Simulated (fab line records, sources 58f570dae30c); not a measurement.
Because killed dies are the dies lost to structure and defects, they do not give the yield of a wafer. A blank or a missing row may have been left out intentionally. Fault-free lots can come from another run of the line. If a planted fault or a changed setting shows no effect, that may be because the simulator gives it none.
Struck lot and sound lot, side by side | flow berkeley-cmos170 | 16 steps out of a route of 331
Sound: these wafers, L180.3, L180.4, L180.6. Wafers struck: L171.2, L171.3, L171.5. Last of all comes the cause.
For every step that has rows: the tool of each side, followed by ch and its chambers, followed by its first start. Under that, the readings that differ: sound wafers | struck wafers | difference of the means | sigmas: that difference in standard deviations of wafers without a fault.
alike: same words and numbers on both sides, and readings whose means sit less than 2 such deviations apart. not compared: any withheld reading, any reading some wafer has no value for, any bound like >300 that may hide the same value, and any number with overlapping values for which the record gives no deviation.
The two part at a step that has a row with sigmas, a row that says differs or no value, or rows on one side only. Numbers that have no deviation but don't overlap get no sigmas and don't part them. A reading that every wafer of one side lacks parts them only if that side has two wafers or more.

UCB170_CONTACT_STRIP_06: strips in O2.
  sound on plasma-asher-01 ch 0,1, day 9 12:28; struck on plasma-asher-02 ch 0,1, day 8 02:26
  alike: drypump-motor-current-A, oes-product-au, strip-time-to-endpoint-s
  not compared: rf-hours-counter-h
then, 1 step without rows for these wafers: UCB170_CONTACT_CLEAN_07 (cleans in SPM, time 600 s).
UCB170_CONTACT_RTA_08: time 10 s.
  sound on rtp-anneal-02 ch 0, day 9 12:46; struck on rtp-anneal-01 ch 0, day 8 05:35
  reading            | sound          | struck         | difference | sigmas
  lamp-power-pct (%) | 27.9 27.9 27.9 | 24.8 24.8 24.8 | -3.1       | -2
  alike: wafer_temp_C_max
then, 6 steps without rows for these wafers: UCB170_CONTACT_COAT_09; UCB170_CONTACT_COAT_10 (resist thk 900 nm); UCB170_CONTACT_SOFTBAKE_11 (time 60 s); UCB170_CONTACT_EXPOSE_12 (exposes mask CONT, target cd 700 nm); UCB170_CONTACT_PEB_13; UCB170_CONTACT_DEVELOP_14 (develop time 45 s).
UCB170_CONTACT_CD_MEAS_15 targets a cd of 700 nm.
  struck on cd-sem-02, day 8 07:44; sound on cd-sem-01, day 9 13:49
  alike: cd-nm
UCB170_CONTACT_OVL_MEAS_16:
  struck on overlay-02, day 8 07:51; sound on overlay-02, day 9 13:55
  alike: CONTACT_OVL
UCB170_CONTACT_ETCH_17: etches BARC in N2/H2.
  sound on rie-diel-04 ch 2,3, day 9 13:56; struck on rie-diel-02 ch 0,2, day 8 07:53
  reading                     | sound       | struck      | difference | sigmas
  drypump-motor-current-A (A) | 5.8 6.4 6.4 | 5.2 5.7 5.2 | -0.8       | -2
  alike: bias-w, chamber-pressure-mTorr, oes-product-au, throttle-valve-pct
UCB170_CONTACT_ETCH_18: etches PSG in CHF3/CF4/Ar, stops on TiSi2, target depth 840 nm, time 195 s.
  sound on rie-diel-04 ch 2,3, day 9 13:00; struck on rie-diel-02 ch 0,2, day 8 07:00
  no value came back on the struck wafers for any of 5 readings (CHF3_flow_sccm (sccm), cf4-flow-sccm (sccm) and others); on the sound wafers CHF3_flow_sccm (sccm) reads 45.02 45.19 45.06
  reading                                  | sound             | struck            | difference | sigmas
  model.KrF_of_CONTACT_COAT_10.thk-nm (nm) | 687.8 688.4 692.5 | 883.1 881.2 882.9 | +192.8     |
  not compared: rf-hours-counter-h
UCB170_CONTACT_STRIP_19: strips in O2.
  sound on plasma-asher-03 ch 0,1, day 9 14:08; struck on plasma-asher-01 ch 0, day 8 08:03
  alike: drypump-motor-current-A, oes-product-au
  not compared: rf-hours-counter-h
UCB170_CONTACT_CD_MEAS_90 targets a cd of 700 nm.
  struck on cd-sem-02, day 8 08:10; sound on cd-sem-01, day 9 14:14
  reading    | sound             | struck | difference                    | sigmas
  cd-nm (nm) | 700.8 700.8 699.7 | - - -  | no value on the struck wafers |
then, 1 step without rows for these wafers: UCB170_CONTACT_CLEAN_20 (cleans in SPM, time 600 s).

## WHERE THEY PART
At UCB170_CONTACT_RTA_08 first; at UCB170_CONTACT_CD_MEAS_90 last (within this record only).

WHY: the cause the simulator had injected
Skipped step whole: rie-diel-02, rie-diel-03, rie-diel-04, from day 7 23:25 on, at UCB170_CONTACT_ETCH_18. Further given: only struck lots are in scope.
